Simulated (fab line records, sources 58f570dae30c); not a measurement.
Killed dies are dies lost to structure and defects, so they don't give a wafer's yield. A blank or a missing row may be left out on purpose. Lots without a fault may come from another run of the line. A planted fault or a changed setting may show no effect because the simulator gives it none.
One fault seen from 2 desks | flow berkeley_cmos170 | each desk has only its own numbers; what lay behind them comes last

THE METROLOGY DESK
What the gauges read, lot by lot, whatever tool the lot ran on: means of the sampled wafers that have a number. A lot is out of limits, marked OUT, if its mean lies more than 4 standard deviations from the usual mean; the brackets give that distance.
Columns: A = START_OXIDE_THK at UCB170_START_THK_MEAS_03, usual 20.0 nm; B = WELLDRIVE_OXIDE_THK at UCB170_WELLDRIVE_THK_MEAS_02, usual 199 nm; C = cd_nm at UCB170_ACTIVE_CD_MEAS_90, usual 1199.6 nm; D = GATE_OXIDE_THK at UCB170_GATE_THK_MEAS_02, usual 6.58 nm
lot  | first seen here | A    | B             | C      | D
L560 | day 1 19:09     | 19.8 | 201           | 1197.7 | 6.67
L564 | day 2 17:12     | 20.2 | 201           | 1195.8 | 6.59
L565 | day 2 20:19     | 19.5 | 201           | 1199.3 | 6.46
L566 | day 3 02:29     | 19.9 | 197           | 1197.5 | 6.60
L567 | day 3 05:48     | 20.0 | 202           | 1202.3 | 6.50
L568 | day 3 10:44     | 19.2 | 198           | 1199.4 | 6.72
L571 | day 4 03:07     | 20.1 | 201           | 1199.1 | 6.61
L572 | day 4 10:44     | 19.6 | 201           | 1197.7 | 6.54
L574 | day 4 18:24     | 19.9 | 200           | 1200.3 | 6.56
L575 | day 5 03:14     | 19.9 | 195           | 1200.7 | 6.66
L576 | day 5 03:14     | 19.6 | 196           | 1202.2 | 6.68
L578 | day 5 12:51     | 19.9 | 202           | 1198.7 | 6.55
L581 | day 6 05:02     | 20.0 | 115 (-23) OUT | 1202.6 | 6.60
L582 | day 6 09:07     | 20.6 | 119 (-22) OUT | 1199.0 | 6.53
This desk's finding: out of limits on L581, L582; first on L582, day 8 01:41 (WELLDRIVE_OXIDE_THK at UCB170_WELLDRIVE_THK_MEAS_02). In limits: L560, L564, L565, L566, L567, L568, L571, L572, L574, L575, L576, L578.

THE TOOL OWNER'S DESK: furnace-02
The tool's own readings at UCB170_WELLDRIVE_OXIDATION_01 (target thk 199 nm, ox time 9000 s): means of the sampled wafers that have a number, for each lot that ran on this tool. A lot is out of limits, marked OUT, if its mean lies more than 4 standard deviations from the usual mean; the brackets give that distance.
Columns: A = spike_tc_load_C at UCB170_WELLDRIVE_OXIDATION_01, usual 1128.8 C
lot  | first seen here | A
L560 | day 4 04:13     | 1129.9
L565 | day 4 11:58     | 1129.6
L564 | day 4 16:43     | 1131.1
L566 | day 5 12:55     | 1129.8
L567 | day 5 12:55     | 1129.4
L572 | day 6 18:08     | 1128.9
L574 | day 6 18:08     | 1129.6
L578 | day 7 02:59     | 1128.6
L582 | day 7 22:11     | 1128.8
L581 | day 8 02:56     | 1129.2
This desk's finding: nothing out of limits on any of the 10 lots.

PUT TOGETHER
The metrology desk could have raised an alarm at day 8 01:41, on L581, L582.
The tool owner's desk saw nothing out of limits.
The tool owner's desk has L581, L582 on record, within its limits.
Of the lots named, all ran UCB170_WELLDRIVE_OXIDATION_01 on furnace-02.

WHAT THE SIMULATOR HAD PUT IN
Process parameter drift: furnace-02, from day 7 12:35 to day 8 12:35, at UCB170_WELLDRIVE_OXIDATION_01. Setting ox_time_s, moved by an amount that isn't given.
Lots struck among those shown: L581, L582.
Hours from the fault's start to each desk's first reading out of limits: the metrology desk, 13.
